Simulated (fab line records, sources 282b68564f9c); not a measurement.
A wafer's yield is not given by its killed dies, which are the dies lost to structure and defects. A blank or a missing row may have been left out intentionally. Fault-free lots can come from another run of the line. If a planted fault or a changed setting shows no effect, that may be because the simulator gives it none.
A lot that was struck, set against a sound lot / flow rit_cmos / 43 steps out of a route of 202
Sound: wafers L897.1, L897.4, L897.5. Wafers L910.4, L910.5, L910.6 were the ones struck. The cause is named last.
For every step that has rows: the tool of each side, followed by ch and its chambers, followed by its first start. Under that, the readings that differ: sound wafers / struck wafers / difference of the means / sigmas: that difference in standard deviations of wafers without a fault.
alike: a reading whose means differ by less than 2 such deviations, as well as words and numbers matching on both sides. not compared: withheld readings; readings where some wafer has no value; bounds like >300 that might hide an equal value; numbers whose values overlap and for which the record gives no deviation.
Wherever a step has rows on one side only, a row that says differs or no value, or a row with sigmas, the two part there. Numbers that have no deviation but don't overlap get no sigmas and don't part them. Lack of a reading on every wafer of one side parts them only where that side has two or more wafers.

first, 3 steps without rows for these wafers: RIT_REOX_CLEAN_01 (cleans in dHF, time 30 s); RIT_REOX_CLEAN_02 (cleans in SC2, time 600 s); RIT_REOX_OXIDATION_03 (target thk 25.2 nm, ox time 5580 s).
RIT_REOX_THK_MEAS_04:
  sound: film_metro-03 at day 3 23:14; struck: film_metro-02 at day 6 15:43
  alike: REOX_OXIDE_THK
then, 6 steps without rows for these wafers: RIT_NLDD_HMDS_00 (prime time 60 s); RIT_NLDD_COAT_01 (resist thk 1000 nm); RIT_NLDD_SOFTBAKE_02 (time 60 s); RIT_NLDD_EXPOSE_03 (exposes mask M7, target cd 40700 nm); RIT_NLDD_PEB_04; RIT_NLDD_DEVELOP_05 (develop time 50 s).
RIT_NLDD_OVL_MEAS_06:
  sound: overlay-02 at day 4 00:16; struck: overlay-02 at day 6 16:37
  alike: NLDD_OVL
then, 1 step without rows for these wafers: RIT_NLDD_HARDBAKE_07 (time 60 s).
RIT_NLDD_IMPLANT_08:
  sound on implanter-02 ch 0, day 4 00:28; struck on implanter-02 ch 0, day 6 16:51
reading=beam_on_s (s); sound=10.12 10.04 9.70; struck=14.67 14.64 13.99; difference=+4.48; sigmas=+21
reading=faraday_current_uA; sound=1552 1565 1618; struck=1071 1083 1126; difference=-485; sigmas=-15
RIT_NLDD_STRIP_09: strips in O2, time 180 s.
  sound on plasma_asher-03 ch 0,1, day 4 00:37; struck on plasma_asher-03 ch 0,1, day 6 16:59
  alike: drypump_motor_current_A, o2_flow_sccm
  not compared: rf_hours_counter_h
RIT_NLDD_TW_MEAS_10:
  sound: film_metro-03 at day 4 00:47; struck: film_metro-02 at day 6 17:22
reading=NLDD_TW; sound=2511 2497 2513; struck=2760 2757 2767; difference=+254; sigmas=+12
  not compared: hold
then, 5 steps without rows for these wafers: RIT_PLDD_COAT_01 (resist thk 1000 nm); RIT_PLDD_SOFTBAKE_02 (time 60 s); RIT_PLDD_EXPOSE_03 (exposes mask M8, target cd 40900 nm); RIT_PLDD_PEB_04; RIT_PLDD_DEVELOP_05 (develop time 50 s).
RIT_PLDD_OVL_MEAS_06:
  sound: overlay-01 at day 4 01:41; struck: overlay-01 at day 6 20:04
  alike: PLDD_OVL
then, 2 steps without rows for these wafers: RIT_PLDD_HARDBAKE_07 (time 60 s); RIT_PLDD_IMPLANT_08.
RIT_PLDD_STRIP_09: strips in O2, time 180 s.
  sound on plasma_asher-01 ch 0, day 4 02:02; struck on plasma_asher-04 ch 0,1, day 6 20:31
reading=drypump_motor_current_A (A); sound=5.4 5.4 5.4; struck=6.5 6.5 6.2; difference=+1.0; sigmas=+3
reading=o2_flow_sccm (sccm); sound=4024 4021 4022; struck=4000 4010 3981; difference=-25; sigmas=-2
  not compared: rf_hours_counter_h
RIT_PLDD_TW_MEAS_10:
  sound: film_metro-03 at day 4 02:12; struck: film_metro-02 at day 6 20:39
  alike: PLDD_TW
then, 4 steps without rows for these wafers: RIT_SPACER_CLEAN_00 (cleans in SC1, time 600 s); RIT_SPACER_CLEAN_01 (cleans in dHF, time 30 s); RIT_SPACER_CLEAN_02 (cleans in SC2, time 600 s); RIT_SPACER_CVD_03 (deposits Si3N4 from SiH2Cl2/NH3, target thk 250 nm, time 3300 s).
RIT_SPACER_THK_MEAS_04:
  sound: film_metro-04 at day 4 04:33; struck: film_metro-01 at day 6 23:07
  alike: SPACER_NITRIDE_THK
RIT_SPACER_ETCHBACK_05: etches Si3N4 in SF6/CHF3, stops on SiO2, target depth 250 nm, time 240 s.
  sound on rie_diel-02 ch 0,2,3, day 4 04:37; struck on rie_diel-04 ch 1,2,3, day 6 23:14
  alike: SF6_flow_sccm, drypump_motor_current_A, oes_product_au, throttle_valve_pct
  not compared: rf_hours_counter_h
then, 6 steps without rows for these wafers: RIT_NSD_HMDS_00 (prime time 60 s); RIT_NSD_COAT_01 (resist thk 1000 nm); RIT_NSD_SOFTBAKE_02 (time 60 s); RIT_NSD_EXPOSE_03 (exposes mask M9, target cd 40700 nm); RIT_NSD_PEB_04; RIT_NSD_DEVELOP_05 (develop time 50 s).
RIT_NSD_OVL_MEAS_06:
  sound: overlay-01 at day 4 05:44; struck: overlay-01 at day 7 00:29
  alike: NSD_OVL
then, 2 steps without rows for these wafers: RIT_NSD_HARDBAKE_07 (time 60 s); RIT_NSD_IMPLANT_08.
RIT_NSD_STRIP_09: strips in O2, time 180 s.
  sound on plasma_asher-02 ch 0, day 4 06:04; struck on plasma_asher-01 ch 0,1, day 7 01:05
reading=drypump_motor_current_A (A); sound=6.4 6.4 6.4; struck=5.5 5.5 5.4; difference=-0.9; sigmas=-3
  alike: o2_flow_sccm
  not compared: rf_hours_counter_h
RIT_SDANNEAL_RS_MEAS_07: a four-point-probe measurement.
  sound: film_metro-02 at day 4 08:39; struck: film_metro-02 at day 7 04:01
reading=NLDD_RS (ohm/sq); sound=151.4 151.2 151.5; struck=113.2 113.6 113.2; difference=-38.0; sigmas=-68
  not compared: hold
RIT_M1_PROBE_99:
  the record holds rows for the sound wafers here (prober-02, day 4 15:41) but none for the struck ones

## WHERE THEY PART
At RIT_NLDD_IMPLANT_08 first; at RIT_M1_PROBE_99 last (within this record only).

WHY: the cause the simulator had injected
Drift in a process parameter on implanter-02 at RIT_NLDD_IMPLANT_08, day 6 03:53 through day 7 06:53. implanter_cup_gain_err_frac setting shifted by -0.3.
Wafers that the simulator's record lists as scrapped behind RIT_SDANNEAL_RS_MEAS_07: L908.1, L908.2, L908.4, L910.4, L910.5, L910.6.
